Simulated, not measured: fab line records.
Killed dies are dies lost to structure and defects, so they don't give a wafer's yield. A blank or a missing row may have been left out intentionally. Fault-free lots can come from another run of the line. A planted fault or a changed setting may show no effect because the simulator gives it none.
Which tool is to blame?    flow berkeley-cmos170    14 lots with 42 wafers sampled at 4 steps, on a route of 331 steps

## WHAT THE GAUGES READ, wafer by wafer
UCB170_PWELL_OVL_MEAS_13. Usual: PWELL_OVL typically reads -6 nm, with standard deviation 5.4.
lot   measured     on          PWELL_OVL (nm)  flag
L896  day 3 02:30  overlay-02  -4 -6 -2        
L898  day 3 23:59  overlay-02  -4 -6 -15       
L899  day 4 00:16  overlay-02  -6 -11 -5       
L903  day 5 00:15  overlay-02  -12 -16 -12     
L904  day 4 23:58  overlay-02  6 -5 -2         
L905  day 5 14:43  overlay-02  -5 -4 -1        
L906  day 5 14:59  overlay-01  -2 -2 3         
L907  day 6 00:48  overlay-02  -10 -13 -7      
L908  day 6 00:59  overlay-01  0 -1 9          
L915  day 7 03:05  overlay-02  -9 -13 -4       
L916  day 7 16:04  overlay-02  -6 -5 -8        
L917  day 7 10:41  overlay-01  -1 -2 -13       
L918  day 7 23:52  overlay-01  -10 -6 -11      
L919  day 8 06:22  overlay-02  -5 -15 -11      

UCB170_ACTIVE_THK_MEAS_03. Usual: ACTIVE_OXIDE_THK typically reads 26.4 nm, with standard deviation 0.55.
lot   measured     on             ACTIVE_OXIDE_THK (nm)  flag
L896  day 4 09:28  film-metro-04  26.9 26.5 26.6         
L898  day 5 07:09  film-metro-03  26.1 26.0 25.9         
L899  day 5 07:09  film-metro-04  26.8 26.9 26.5         
L903  day 6 04:28  film-metro-02  26.0 26.1 25.8         
L904  day 6 04:28  film-metro-03  26.7 26.9 26.8         
L905  day 6 12:50  film-metro-03  25.3 25.4 25.7         
L906  day 6 12:50  film-metro-04  25.8 26.5 26.7         
L907  day 7 01:15  film-metro-02  27.0 27.6 27.1         
L908  day 7 01:14  film-metro-04  25.8 26.3 25.9         
L915  day 8 08:45  film-metro-04  26.5 26.1 26.1         
L916  day 8 18:25  film-metro-04  26.7 26.7 27.1         
L917  day 8 18:26  film-metro-03  27.3 26.9 27.4         
L918  day 9 08:19  film-metro-03  25.6 25.7 25.4         
L919  day 9 08:18  film-metro-04  27.0 26.7 27.1         

## EACH LOT AND THE TOOL THAT RAN IT (in order: tool; ch and the chambers of the sampled wafers; start)
lot   UCB170_START_CLEAN_01           UCB170_ZERO_STRIP_07
L896  wet-bench-01 ch 0, day 1 10:35  plasma-asher-02 ch 0,1, day 1 18:43
L898  wet-bench-02 ch 2, day 1 20:07  plasma-asher-02 ch 0,1, day 2 07:50
L899  wet-bench-01 ch 1, day 2 01:12  plasma-asher-04 ch 0,1, day 2 13:48
L903  wet-bench-02 ch 2, day 2 21:07  plasma-asher-04 ch 0,1, day 3 10:14
L904  wet-bench-01 ch 0, day 3 02:07  plasma-asher-04 ch 0,1, day 3 16:21
L905  wet-bench-01 ch 2, day 3 07:07  plasma-asher-04 ch 0, day 3 22:56
L906  wet-bench-02 ch 1, day 3 12:08  plasma-asher-04 ch 0,1, day 3 23:47
L907  wet-bench-03 ch 3, day 3 17:07  plasma-asher-02 ch 0,1, day 4 07:13
L908  wet-bench-01 ch 1, day 3 22:07  plasma-asher-04 ch 0,1, day 4 07:26
L915  wet-bench-02 ch 3, day 5 09:07  plasma-asher-03 ch 0,1, day 5 19:30
L916  wet-bench-01 ch 3, day 5 14:07  plasma-asher-03 ch 0,1, day 6 05:06
L917  wet-bench-02 ch 3, day 5 19:31  plasma-asher-02 ch 0, day 6 05:01
L918  wet-bench-01 ch 2, day 6 00:07  plasma-asher-04 ch 0,1, day 6 09:31
L919  wet-bench-01 ch 3, day 6 05:07  plasma-asher-02 ch 0,1, day 6 15:02
- UCB170_START_CLEAN_01: cleans in dHF, time 60 s.
- UCB170_ZERO_STRIP_07: strips in O2.

## WHAT THE TOOLS THEMSELVES READ (means of the sampled wafers that have a number; where no wafer has one, the mark that the record gives instead)
UCB170_START_CLEAN_01. Usual: run-length-s at 87.8 s, with a standard deviation of 2.8.
lot   tool          run-length-s (s)  flag
L896  wet-bench-01  92.2              
L898  wet-bench-02  86.8              
L899  wet-bench-01  94.8              
L903  wet-bench-02  87.8              
L904  wet-bench-01  85.2              
L905  wet-bench-01  -                 OFF
L906  wet-bench-02  -                 OFF
L907  wet-bench-03  91.6              
L908  wet-bench-01  86.4              
L915  wet-bench-02  86.3              
L916  wet-bench-01  88.1              
L917  wet-bench-02  87.7              
L918  wet-bench-01  85.2              
L919  wet-bench-01  87.0              

UCB170_ZERO_STRIP_07. Usual: drypump-motor-current-A 5.6 A, standard deviation 0.61; oes-product-au 0.727 a.u., standard deviation 0.0044; strip-time-to-endpoint-s 21.50 s, standard deviation 0.057.
lot   tool             drypump-motor-current-A (A)  oes-product-au (a.u.)  strip-time-to-endpoint-s (s)  flag
L896  plasma-asher-02  5.2                          0.728                  21.42                         
L898  plasma-asher-02  5.7                          0.727                  21.48                         
L899  plasma-asher-04  5.7                          0.725                  21.47                         
L903  plasma-asher-04  5.5                          0.725                  21.49                         
L904  plasma-asher-04  5.5                          0.726                  21.42                         
L905  plasma-asher-04  6.0                          0.723                  21.57                         
L906  plasma-asher-04  5.5                          0.729                  21.50                         
L907  plasma-asher-02  5.8                          0.729                  21.35                         
L908  plasma-asher-04  5.5                          0.725                  21.50                         
L915  plasma-asher-03  5.9                          0.725                  21.49                         
L916  plasma-asher-03  6.1                          0.724                  21.55                         
L917  plasma-asher-02  4.7                          0.726                  21.56                         
L918  plasma-asher-04  5.8                          0.725                  21.50                         
L919  plasma-asher-02  5.2                          0.727                  21.48                         

## THE ANSWER, worked out from the rows above alone
Rule: lot off if the mean of its wafers having a number is beyond 3 standard deviations from the usual mean. Also off: a lot with no number at a reading for which 4 or more lots have one. Where the step has rows for the other lots, those lots are counted as sound. The gauges are gone through in route order, then the tools' own readings, and for those a lot's mean is taken as printed above. The first step at which some lot is off is used, and at that step the reading that is off furthest; a lot without a number counts as furthest.
Off: L905, L906 (UCB170_START_CLEAN_01, run-length-s). Without a number there: L905, L906.
If a tool, at that step or one of the process steps before it, ran each lot that is off and ran no sound lot following the first of them, it fits. Not one of the candidates tried fits.

## WHAT WAS PUT IN BY THE SIMULATOR
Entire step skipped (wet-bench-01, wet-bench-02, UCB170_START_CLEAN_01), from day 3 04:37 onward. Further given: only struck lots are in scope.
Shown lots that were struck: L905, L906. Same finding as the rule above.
